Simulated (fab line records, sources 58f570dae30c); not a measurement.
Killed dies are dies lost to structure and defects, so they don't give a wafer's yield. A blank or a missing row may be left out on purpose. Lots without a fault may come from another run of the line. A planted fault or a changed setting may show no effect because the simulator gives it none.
Which tool did it? | flow berkeley_cmos170 | 13 lots, 39 wafers sampled, at 5 steps of a route of 331

WHAT THE GAUGES READ, wafer by wafer
UCB170_ACTIVE_THK_MEAS_06. Usual: ACTIVE_NITRIDE_THK 220.0 nm, standard deviation 2.2.
lot  | measured    | on            | ACTIVE_NITRIDE_THK (nm) | flag
L149 | day 4 09:30 | film_metro-01 | 220.8 222.2 223.3       |
L151 | day 4 09:31 | film_metro-02 | 222.5 222.2 221.0       |
L150 | day 4 09:31 | film_metro-03 | 222.3 220.3 222.5       |
L152 | day 5 00:58 | film_metro-03 | 223.7 222.5 221.4       |
L153 | day 5 00:59 | film_metro-02 | 223.7 220.9 223.4       |
L154 | day 5 03:58 | film_metro-03 | 219.5 220.6 219.8       |
L157 | day 5 18:52 | film_metro-02 | 217.1 218.6 218.1       |
L156 | day 5 18:53 | film_metro-01 | 219.9 221.4 222.1       |
L158 | day 6 14:17 | film_metro-02 | 219.3 220.0 220.2       |
L161 | day 6 14:21 | film_metro-02 | 220.3 218.2 219.5       |
L162 | day 6 23:59 | film_metro-03 | 220.8 218.5 219.7       |
L171 | day 8 16:17 | film_metro-01 | 216.2 215.5 215.6       |
L172 | day 8 16:17 | film_metro-03 | 222.8 221.4 219.9       |

UCB170_PFIELD_TW_MEAS_09. Usual: PFIELD_TW 597, standard deviation 5.6.
lot  | measured    | on            | PFIELD_TW   | flag
L149 | day 4 12:44 | film_metro-04 | 591 594 591 |
L151 | day 4 13:25 | film_metro-03 | 608 610 615 |
L150 | day 4 13:29 | film_metro-02 | 599 596 597 |
L152 | day 5 05:47 | film_metro-02 | 602 603 600 |
L153 | day 5 05:49 | film_metro-04 | 590 593 588 |
L154 | day 5 10:43 | film_metro-02 | 601 600 601 |
L157 | day 5 22:22 | film_metro-04 | 593 594 595 |
L156 | day 5 22:17 | film_metro-03 | 603 607 606 |
L158 | day 6 18:26 | film_metro-03 | 596 597 597 |
L161 | day 6 18:46 | film_metro-04 | 542 545 547 | OFF
L162 | day 7 02:52 | film_metro-03 | 550 548 550 | OFF
L171 | day 8 20:04 | film_metro-03 | 597 595 594 |
L172 | day 8 20:42 | film_metro-02 | 597 599 599 |

UCB170_SACOX_THK_MEAS_02. Usual: SACOX_OXIDE_THK 14.31 nm, standard deviation 0.26.
lot  | measured    | on            | SACOX_OXIDE_THK (nm) | flag
L149 | day 5 05:29 | film_metro-02 | 14.30 14.40 14.31    |
L151 | day 5 05:30 | film_metro-04 | 14.19 14.27 14.37    |
L150 | day 5 05:31 | film_metro-01 | 14.17 14.30 14.18    |
L152 | day 5 23:42 | film_metro-02 | 14.06 13.86 14.32    |
L153 | day 5 23:43 | film_metro-04 | 14.11 14.19 14.41    |
L154 | day 6 04:13 | film_metro-04 | 14.23 14.23 14.18    |
L157 | day 6 20:49 | film_metro-02 | 14.44 14.41 14.54    |
L156 | day 6 20:51 | film_metro-01 | 14.24 14.46 14.35    |
L158 | day 7 17:31 | film_metro-04 | 14.04 14.21 14.07    |
L161 | day 7 17:32 | film_metro-01 | 14.13 13.85 13.94    |
L162 | day 8 00:56 | film_metro-01 | 14.57 14.73 14.58    |
L171 | day 9 10:47 | film_metro-01 | 14.56 14.36 14.56    |
L172 | day 9 10:47 | film_metro-04 | 14.35 14.40 14.26    |

UCB170_SCREENOX_THK_MEAS_02. Usual: SCREENOX_OXIDE_THK 14.4 nm, standard deviation 0.32.
lot  | measured    | on            | SCREENOX_OXIDE_THK (nm) | flag
L149 | day 5 09:44 | film_metro-02 | 14.4 14.0 14.4          |
L151 | day 5 09:45 | film_metro-03 | 14.3 14.4 14.2          |
L150 | day 5 09:46 | film_metro-01 | 14.1 14.2 13.9          |
L152 | day 6 05:53 | film_metro-02 | 13.8 14.1 14.1          |
L153 | day 6 05:54 | film_metro-03 | 14.0 13.8 14.1          |
L154 | day 6 09:58 | film_metro-01 | 15.1 14.9 14.8          |
L157 | day 7 06:15 | film_metro-03 | 14.4 14.6 14.3          |
L156 | day 7 06:17 | film_metro-02 | 14.2 14.1 14.2          |
L158 | day 7 23:16 | film_metro-01 | 14.0 14.0 14.2          |
L161 | day 7 23:17 | film_metro-02 | 14.0 14.0 14.1          |
L162 | day 8 06:47 | film_metro-02 | 14.5 14.6 14.5          |
L171 | day 9 13:55 | film_metro-02 | 14.3 14.4 14.6          |
L172 | day 9 13:58 | film_metro-02 | 14.9 15.2 15.1          |

WHICH TOOL RAN EACH LOT (tool, then ch and the chambers of the sampled wafers, then the start)
lot  | UCB170_PFIELD_IMPLANT_07
L149 | implanter-03 ch 0, day 4 12:29
L151 | implanter-02 ch 0, day 4 13:11
L150 | implanter-01 ch 0, day 4 13:16
L152 | implanter-03 ch 0, day 5 05:32
L153 | implanter-01 ch 0, day 5 05:35
L154 | implanter-01 ch 0, day 5 10:28
L157 | implanter-01 ch 0, day 5 22:07
L156 | implanter-03 ch 0, day 5 22:04
L158 | implanter-03 ch 0, day 6 18:13
L161 | implanter-01 ch 0, day 6 18:33
L162 | implanter-01 ch 0, day 7 02:37
L171 | implanter-03 ch 0, day 8 19:49
L172 | implanter-02 ch 0, day 8 20:27
- UCB170_PFIELD_IMPLANT_07

WHAT THE TOOLS THEMSELVES READ (means of the sampled wafers that have a number; where no wafer has one, the mark that the record gives instead)
UCB170_PFIELD_IMPLANT_07. Usual: dose_ions_cm2 2e+13, standard deviation 2.4e+10; faraday_current_uA 63.4, standard deviation 1.2.
lot  | tool         | dose_ions_cm2 | faraday_current_uA | flag
L149 | implanter-03 | 2e+13         | 64.5               |
L151 | implanter-02 | 2e+13         | 63.9               |
L150 | implanter-01 | 2e+13         | 64.3               |
L152 | implanter-03 | 2e+13         | 64.2               |
L153 | implanter-01 | 2e+13         | 63.9               |
L154 | implanter-01 | 2e+13         | 63.7               |
L157 | implanter-01 | 2e+13         | 63.6               |
L156 | implanter-03 | 2e+13         | 62.3               |
L158 | implanter-03 | 2e+13         | 63.8               |
L161 | implanter-01 | 2e+13         | 48.5               | OFF
L162 | implanter-01 | 2e+13         | 47.7               | OFF
L171 | implanter-03 | 2e+13         | 63.7               |
L172 | implanter-02 | 2e+13         | 62.3               |

THE ANSWER, worked out from the rows above alone
Rule: a lot is off if the mean of its wafers that have a number lies more than 3 standard deviations from the usual mean. A lot without any number at a reading at which 4 lots or more have one is off too. The other lots that the step has rows for count as sound. The gauges are gone through in route order, then the tools' own readings, and for those a lot's mean is taken as printed above. The first step at which some lot is off is used, and at that step the reading that is off furthest; a lot without a number counts as furthest.
Off: L161, L162, at UCB170_PFIELD_TW_MEAS_09 (PFIELD_TW).
A tool fits if, at a process step before that reading, it ran every lot that is off, and no sound lot after the first of them. The gauges at UCB170_PFIELD_TW_MEAS_09 aren't tried: what is off there is off at UCB170_PFIELD_IMPLANT_07 too, on other tools, and a gauge's error can't cause that. One fits: implanter-01 at UCB170_PFIELD_IMPLANT_07. Its last sound lot is L157 (day 5 22:07), its first lot that is off L161 (day 6 18:33): a fault that began between those two fits.
The tool's own readings at UCB170_PFIELD_IMPLANT_07 bear it out: on the lots that are off they differ by more than 5 times the standard deviation of the sound lots' means. faraday_current_uA reads 48.1 there against 63.7 on the sound lots.

WHAT THE SIMULATOR HAD PUT IN
Process parameter drift: implanter-01, from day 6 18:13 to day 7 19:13, at UCB170_PFIELD_IMPLANT_07. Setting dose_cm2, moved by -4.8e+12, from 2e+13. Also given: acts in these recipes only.
Lots struck among those shown: L161, L162. The rule above found the same.
